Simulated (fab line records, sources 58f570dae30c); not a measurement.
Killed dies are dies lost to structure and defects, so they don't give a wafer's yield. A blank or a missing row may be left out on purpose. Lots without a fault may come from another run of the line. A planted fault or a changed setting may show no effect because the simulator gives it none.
Which tool did it? | flow berkeley_cmos170 | 7 lots, 21 wafers sampled, at 2 steps of a route of 331

WHAT THE GAUGES READ, wafer by wafer
UCB170_M2_RS_MEAS_02: measures by four-point-probe.
lot  | measured     | on            | M2_AL_RS (ohm/sq)
L443 | day 8 18:04  | film_metro-01 | 0.0317 0.0320 0.0319
L451 | day 9 21:54  | film_metro-04 | 0.0321 0.0319 0.0322
L452 | day 9 22:38  | film_metro-03 | 0.0324 0.0323 0.0330
L453 | day 10 12:01 | film_metro-01 | 0.0325 0.0319 0.0322
L457 | day 11 00:59 | film_metro-03 | 0.0318 0.0314 0.0320
L465 | day 12 11:44 | film_metro-01 | 0.0283 0.0326 0.0321
L463 | day 12 14:59 | film_metro-01 | 0.0315 0.0279 0.0315

WHICH TOOL RAN EACH LOT (tool, then ch and the chambers of the sampled wafers, then the start)
lot  | UCB170_M2_SPUTTER_01
L443 | pvd_sputter-02, day 8 17:59
L451 | pvd_sputter-04, day 9 21:49
L452 | pvd_sputter-03, day 9 22:34
L453 | pvd_sputter-03, day 10 11:56
L457 | pvd_sputter-02, day 11 00:55
L465 | pvd_sputter-04, day 12 11:40
L463 | pvd_sputter-04, day 12 14:52
- UCB170_M2_SPUTTER_01: material Al, target thk 900 nm, time 120 s.

THE ANSWER, worked out from the rows above alone
Rule: what is usual is taken from the lots themselves. Put in order of their means at a reading, lots are off if they are a third of the lots or fewer, leave a main group of 4 or more, and stand apart from it by a gap of 3 or more times the standard deviation of the main group's means; of several such gaps the widest counts. A main group whose means are all the same, to the digits that the tables above print for the reading, isn't used. A lot without any number at a reading at which 4 lots or more have one is off too. The other lots that the step has rows for count as sound.
No lot is off at any reading shown: from this, nothing can be told.

WHAT THE SIMULATOR HAD PUT IN
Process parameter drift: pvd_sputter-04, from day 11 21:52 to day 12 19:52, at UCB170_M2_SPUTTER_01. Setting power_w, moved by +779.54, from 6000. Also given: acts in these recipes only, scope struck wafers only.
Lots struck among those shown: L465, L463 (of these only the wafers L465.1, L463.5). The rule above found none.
